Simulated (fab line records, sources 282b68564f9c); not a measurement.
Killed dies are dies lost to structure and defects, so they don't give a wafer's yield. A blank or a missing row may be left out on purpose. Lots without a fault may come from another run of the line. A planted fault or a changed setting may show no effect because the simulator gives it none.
Problem report in the 8D (eight disciplines) form, filled by code | flow rit_cmos | the parts of the form that need people (team, actions taken, sign-off) are left out

1. THE PROBLEM
spin_speed_rpm at RIT_ACTIVE_COAT_06 reads a mean of 2867.2 rpm on 6 wafers of 2 lots; wafers without a fault read 3250.3 rpm with a standard deviation of 1.9. That is -99 or more standard deviations from the usual mean.
The step: resist thk 1000 nm.
First seen on wafer L379.2, day 3 02:38, on litho_track-02. The record holds 42 wafers of 14 lots with a number at this step. Rule for "out", or "out of limits": more than 4 standard deviations from the usual mean. The other wafers with a number count as sound.

2. WHAT IT IS AND WHAT IT IS NOT
question                    | is                     | is not
which readings at this step | spin_speed_rpm         | -
which lots                  | L379, L382             | L372, L373, L374, L375, L376, L381, L386, L388, L389, L391, L392, L395
which wafers of those lots  | all that have a number | -
read on which tools         | litho_track-02         | litho_track-03, litho_track-04
when                        | from day 3 02:38       | up to then (15 sound wafers); but 21 sound wafers of L381, L386, L388, L389, L391, L392, L395 came after

3. SUSPECTS, AND WHAT RULES EACH OUT
Counting: a tool at a process step up to the reading stays a suspect if it ran every lot that is out and no sound lot after the first of them.
- litho_track-02 at RIT_ACTIVE_COAT_06 (resist thk 1000 nm): kept. It ran every lot that is out, first L379 (day 3 02:38), and no sound lot after that; its last sound lot up to then is L373 (day 1 20:41). Its own readings are out on those wafers: spin_speed_rpm.
Left after counting: litho_track-02 at RIT_ACTIVE_COAT_06.

4. THE CAUSE (what the simulator had put in)
Process parameter drift: litho_track-02, from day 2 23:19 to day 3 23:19, at RIT_ACTIVE_COAT_06. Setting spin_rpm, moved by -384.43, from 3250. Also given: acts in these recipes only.
Counting left only this tool.

5. THE CHAIN OF EFFECTS, in route order
Each row: a reading whose mean over the struck wafers that have a number lies more than 3 standard deviations from the usual. Only readings for which the record gives a usual standard deviation are gone through. hours: the time from each lot's start at the first step in this table that gives one to its start at this step, as a median over the lots. sigmas: the change in usual standard deviations.
hours | step               | reading        | usual      | on struck wafers | change | sigmas
0     | RIT_ACTIVE_COAT_06 | spin_speed_rpm | 3250.3 rpm | 2867.2           | -383.2 | -99 or more
The process steps in it:
- RIT_ACTIVE_COAT_06: resist thk 1000 nm.
Later measuring or inspecting steps at which every struck wafer that the step has a row for has a number for every such reading, and none has moved that far: RIT_NWELL_TW_MEAS_10, RIT_NRETRO_OVL_MEAS_06.

6. WHAT WOULD HAVE CAUGHT IT SOONER
In this record the first reading out of limits was taken at day 3 02:38, 3 hours after the fault began at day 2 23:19.
